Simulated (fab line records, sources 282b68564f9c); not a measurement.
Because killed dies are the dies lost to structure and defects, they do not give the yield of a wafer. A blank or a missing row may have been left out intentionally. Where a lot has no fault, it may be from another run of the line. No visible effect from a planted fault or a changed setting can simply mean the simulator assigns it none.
One fault through the eyes of 2 desks	flow rit-cmos	only its own numbers are on each desk; what lay behind them is given at the end

## FROM THE METROLOGY DESK
Means of the sampled wafers that have a number, per lot and without regard to the tool the lot ran on: this is what the gauges read. Any lot whose mean is over 4 standard deviations away from the usual mean is out of limits and marked OUT; that distance is given in the brackets.
Columns: A = cd-nm at RIT_ACTIVE_CD_MEAS_11, usual 1401.1 nm
lot	first seen here	A
L825	day 1 14:41	1399.3
L826	day 1 19:26	1401.1
L827	day 2 00:35	1399.9
L828	day 2 05:37	1401.1
L830	day 2 15:26	1400.7
L832	day 3 01:40	1402.7
L834	day 3 13:32	1401.2
L835	day 3 16:26	1403.2
L837	day 4 02:26	1433.0 (+17) OUT
L838	day 4 07:28	1424.8 (+12) OUT
L841	day 4 22:35	1402.2
L842	day 5 03:34	1399.9
L844	day 5 13:26	1403.2
L848	day 6 09:31	1404.0
This desk's verdict: out of limits on L837, L838, starting with L837 at day 4 02:26 (cd-nm at RIT_ACTIVE_CD_MEAS_11). L825, L826, L827, L828, L830, L832, L834, L835, L841, L842, L844, L848 stayed within limits.

## THE TOOL OWNER'S DESK: litho-track-04
The tool's own readings at RIT_ACTIVE_DEVELOP_10 (develop time 50 s): means of the sampled wafers that have a number, for each lot that ran on this tool. Any lot whose mean is over 4 standard deviations away from the usual mean is out of limits and marked OUT; that distance is given in the brackets.
Columns: A = developer-temp-C at RIT_ACTIVE_DEVELOP_10, usual 23.01 C; B = resist-line-temp-C at RIT_ACTIVE_DEVELOP_10, usual 23.00 C
lot	first seen here	A	B
L825	day 1 14:00	23.03	23.01
L830	day 2 15:00	23.00	22.96
L837	day 4 02:00	22.87	22.86
L838	day 4 07:00	22.90	22.98
This desk found nothing out of limits on any of the 4 lots.

## BROUGHT TOGETHER
On L837, L838, the metrology desk was in a position to raise an alarm at day 4 02:26.
The tool owner's desk saw nothing out of limits.
Tool owner's desk: L837, L838 on record, inside its limits.
Of the lots named, all ran RIT_ACTIVE_DEVELOP_10 on litho-track-04.

## WHAT THE SIMULATOR HAD PUT IN
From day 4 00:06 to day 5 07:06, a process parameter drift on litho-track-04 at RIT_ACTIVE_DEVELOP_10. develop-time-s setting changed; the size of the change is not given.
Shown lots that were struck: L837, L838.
Delay in hours, fault start to first out-of-limits reading, per desk: metrology desk 2.
